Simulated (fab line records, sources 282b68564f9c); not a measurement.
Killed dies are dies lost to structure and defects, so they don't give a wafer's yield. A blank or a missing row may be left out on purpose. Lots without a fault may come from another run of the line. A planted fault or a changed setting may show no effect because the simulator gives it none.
Problem report in the 8D (eight disciplines) form, filled by code | flow rit_cmos | the parts of the form that need people (team, actions taken, sign-off) are left out

1. THE PROBLEM
run_length_s at RIT_SILICIDE_WET_ETCH_05 reads a mean of 86 s on 6 wafers of 2 lots; wafers without a fault read 148 s with a standard deviation of 3.1. That is -20 standard deviations from the usual mean.
The step: etches Ti in SPM, time 120 s.
First seen on wafer L445.1, day 5 06:55, on wet_bench-01. The record holds 42 wafers of 14 lots with a number at this step. Rule for "out", or "out of limits": more than 4 standard deviations from the usual mean. The other wafers with a number count as sound.

2. WHAT IT IS AND WHAT IT IS NOT
question                    | is                     | is not
which readings at this step | run_length_s           | -
which lots                  | L445, L451             | L438, L439, L440, L441, L442, L450, L453, L455, L458, L459, L460, L461
which wafers of those lots  | all that have a number | -
read on which tools         | wet_bench-01           | wet_bench-02, wet_bench-03
when                        | from day 5 06:55       | up to then (15 sound wafers); but 21 sound wafers of L450, L453, L455, L458, L459, L460, L461 came after

3. SUSPECTS, AND WHAT RULES EACH OUT
Counting: a tool at a process step up to the reading stays a suspect if it ran every lot that is out and no sound lot after the first of them.
- wet_bench-01 at RIT_SILICIDE_WET_ETCH_05 (etches Ti in SPM, time 120 s): kept. It ran every lot that is out, first L445 (day 5 06:55), and no sound lot after that; its last sound lot up to then is L442 (day 4 12:22). Its own readings are out on those wafers: run_length_s.
Left after counting: wet_bench-01 at RIT_SILICIDE_WET_ETCH_05.

4. THE CAUSE (what the simulator had put in)
Process parameter drift: wet_bench-01, from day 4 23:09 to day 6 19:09, at RIT_SILICIDE_WET_ETCH_05. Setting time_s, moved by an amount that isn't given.
Counting left only this tool.

5. THE CHAIN OF EFFECTS, in route order
Each row: a reading whose mean over the struck wafers that have a number lies more than 3 standard deviations from the usual. Only readings for which the record gives a usual standard deviation are gone through. hours: the time from each lot's start at the first step in this table that gives one to its start at this step, as a median over the lots. sigmas: the change in usual standard deviations.
hours | step                     | reading      | usual | on struck wafers | change | sigmas
0     | RIT_SILICIDE_WET_ETCH_05 | run_length_s | 148 s | 86               | -62    | -20
The process steps in it:
- RIT_SILICIDE_WET_ETCH_05: etches Ti in SPM, time 120 s.

6. WHAT WOULD HAVE CAUGHT IT SOONER
In this record the first reading out of limits was taken at day 5 06:55, 8 hours after the fault began at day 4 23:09.
